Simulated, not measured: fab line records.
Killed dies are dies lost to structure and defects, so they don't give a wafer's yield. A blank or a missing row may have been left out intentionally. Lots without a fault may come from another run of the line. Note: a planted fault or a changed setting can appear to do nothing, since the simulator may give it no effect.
A struck lot beside a sound one + flow berkeley_cmos170 + 44 steps out of a route of 331
Sound: the wafers L782.1, L782.4, L782.6. Wafers L787.2, L787.6 were the ones struck. At the end, the cause is stated.
At each step with rows: each side's tool, then ch and its chambers, then its first start. Under that, the readings that differ: sound wafers + struck wafers + difference of the means + sigmas: that difference in standard deviations of wafers without a fault.
alike: readings whose means differ by less than 2 such deviations, and words and numbers that are the same on both sides. not compared: withheld readings, readings that some wafer has no value for, bounds like >300 that may hide the same value, and numbers for which the record gives no deviation and whose values overlap.
The two part at a step that has a row with sigmas, a row that says differs or no value, or rows on one side only. When numbers do not overlap yet have no deviation, they are printed without sigmas and do not part them. Lack of a reading on every wafer of one side parts them only where that side has two or more wafers.

UCB170_PLDD_STRIP_10: strips in O2.
  sound on plasma_asher-03 ch 0,1, day 7 15:17; struck on plasma_asher-01 ch 1, day 8 17:57
  alike: drypump_motor_current_A, oes_product_au, strip_time_to_endpoint_s
  not compared: rf_hours_counter_h
UCB170_PLDD_TW_MEAS_11:
  sound on film_metro-02, day 7 15:23; struck on film_metro-02, day 8 18:04
  alike: PLDD_TW
then, 7 steps without rows for these wafers: UCB170_PLDD_CLEAN_12 (cleans in SPM, time 600 s); UCB170_NLDD_HMDS_00 (prime time 60 s); UCB170_NLDD_COAT_01 (resist thk 900 nm); UCB170_NLDD_SOFTBAKE_02 (time 60 s); UCB170_NLDD_EXPOSE_03 (exposes mask NSELECT, target cd 1200 nm); UCB170_NLDD_PEB_04; UCB170_NLDD_DEVELOP_05 (develop time 45 s).
UCB170_NLDD_CD_MEAS_06: the cd target is 1200 nm.
  sound on cd_sem-02, day 7 17:39; struck on cd_sem-01, day 8 19:54
  alike: cd_nm
UCB170_NLDD_OVL_MEAS_07:
  sound on overlay-02, day 7 17:46; struck on overlay-01, day 8 20:01
  alike: NLDD_OVL
after that, 1 step had no rows for these wafers: UCB170_NLDD_IMPLANT_08.
UCB170_NLDD_IMPLANT_09:
  sound on implanter-02 ch 0, day 7 18:22; struck on implanter-02 ch 0, day 8 20:32
UCB170_NLDD_STRIP_10: strips in O2.
  sound on plasma_asher-03 ch 0, day 7 18:31; struck on plasma_asher-01 ch 0, day 8 20:39
  alike: drypump_motor_current_A, oes_product_au, strip_time_to_endpoint_s
  not compared: rf_hours_counter_h
UCB170_NLDD_TW_MEAS_11:
  sound on film_metro-04, day 7 18:37; struck on film_metro-04, day 8 21:02
| reading | sound          | struck    | difference | sigmas |
|---------|----------------|-----------|------------|--------|
| NLDD_TW | 2243 2254 2251 | 2473 2453 | +214       | +10    |
then, 2 steps without rows for these wafers: UCB170_NLDD_CLEAN_12 (cleans in SPM, time 600 s); UCB170_SPACER_CVD_00 (deposits SiO2 from TEOS/O2, target thk 376 nm, time 47 s).
UCB170_SPACER_THK_MEAS_01:
  sound on film_metro-03, day 7 18:58; struck on film_metro-03, day 9 03:24
  alike: SPACER_TEOS_THK
then, 1 step without rows for these wafers: UCB170_SPACER_ANNEAL_02 (time 1800 s).
UCB170_SPACER_ETCHBACK_03: etches SiO2 in CHF3/CF4/Ar, stops on Si, target depth 376 nm, time 100 s.
  sound on rie_diel-03 ch 0,1, day 8 02:25; struck on rie_diel-04 ch 0,3, day 9 05:14
  alike: drypump_motor_current_A, oes_product_au, throttle_valve_pct
  not compared: rf_hours_counter_h
then, 6 steps without rows for these wafers: UCB170_PSD_HMDS_00 (prime time 60 s); UCB170_PSD_COAT_01 (resist thk 900 nm); UCB170_PSD_SOFTBAKE_02 (time 60 s); UCB170_PSD_EXPOSE_03 (exposes mask PSELECT MOD, target cd 1200 nm); UCB170_PSD_PEB_04; UCB170_PSD_DEVELOP_05 (develop time 45 s).
UCB170_PSD_CD_MEAS_06: the cd target is 1200 nm.
  sound on cd_sem-01, day 8 03:57; struck on cd_sem-01, day 9 06:31
  alike: cd_nm
UCB170_PSD_OVL_MEAS_07:
  sound on overlay-01, day 8 04:04; struck on overlay-01, day 9 06:37
  alike: PSD_OVL
after that, 1 step had no rows for these wafers: UCB170_PSD_IMPLANT_08.
UCB170_PSD_STRIP_09: strips in O2.
  sound on plasma_asher-04 ch 0,1, day 8 04:15; struck on plasma_asher-04 ch 1, day 9 06:48
  alike: drypump_motor_current_A, oes_product_au, strip_time_to_endpoint_s
  not compared: rf_hours_counter_h
UCB170_PSD_TW_MEAS_10:
  sound on film_metro-02, day 8 04:21; struck on film_metro-01, day 9 06:55
  alike: PSD_TW
then, 7 steps without rows for these wafers: UCB170_PSD_CLEAN_11 (cleans in SPM, time 600 s); UCB170_NSD_HMDS_00 (prime time 60 s); UCB170_NSD_COAT_01 (resist thk 900 nm); UCB170_NSD_SOFTBAKE_02 (time 60 s); UCB170_NSD_EXPOSE_03 (exposes mask NSELECT MOD, target cd 1200 nm); UCB170_NSD_PEB_04; UCB170_NSD_DEVELOP_05 (develop time 45 s).
UCB170_NSD_CD_MEAS_06: the cd target is 1200 nm.
  sound on cd_sem-01, day 8 05:43; struck on cd_sem-01, day 9 08:17
| reading    | sound                | struck        | difference | sigmas |
|------------|----------------------|---------------|------------|--------|
| cd_nm (nm) | 1200.9 1200.8 1201.6 | 1196.6 1198.1 | -3.8       | -3     |
UCB170_NSD_OVL_MEAS_07:
  sound on overlay-02, day 8 05:50; struck on overlay-02, day 9 08:23
  alike: NSD_OVL
after that, 1 step had no rows for these wafers: UCB170_NSD_IMPLANT_08.
UCB170_NSD_STRIP_09: strips in O2.
  sound on plasma_asher-01 ch 0,1, day 8 06:01; struck on plasma_asher-01 ch 0,1, day 9 08:34
  alike: drypump_motor_current_A, oes_product_au, strip_time_to_endpoint_s
  not compared: rf_hours_counter_h
UCB170_SDANNEAL_RS_MEAS_05: the measuring method here is four-point-probe.
  sound on film_metro-04, day 8 07:46; struck on film_metro-01, day 9 10:25
| reading          | sound             | struck      | difference | sigmas      |
|------------------|-------------------|-------------|------------|-------------|
| NLDD_RS (ohm/sq) | 616.0 617.5 618.1 | 465.9 466.2 | -151.2     | -99 or more |
UCB170_M3_PROBE_99:
  the record has rows for the sound wafers here (prober-01, day 9 08:51) and none for the struck ones

== WHERE THEY PART ==
At UCB170_NLDD_TW_MEAS_11 first; at UCB170_M3_PROBE_99 last (within this record only).

WHY: whatever the simulator had introduced
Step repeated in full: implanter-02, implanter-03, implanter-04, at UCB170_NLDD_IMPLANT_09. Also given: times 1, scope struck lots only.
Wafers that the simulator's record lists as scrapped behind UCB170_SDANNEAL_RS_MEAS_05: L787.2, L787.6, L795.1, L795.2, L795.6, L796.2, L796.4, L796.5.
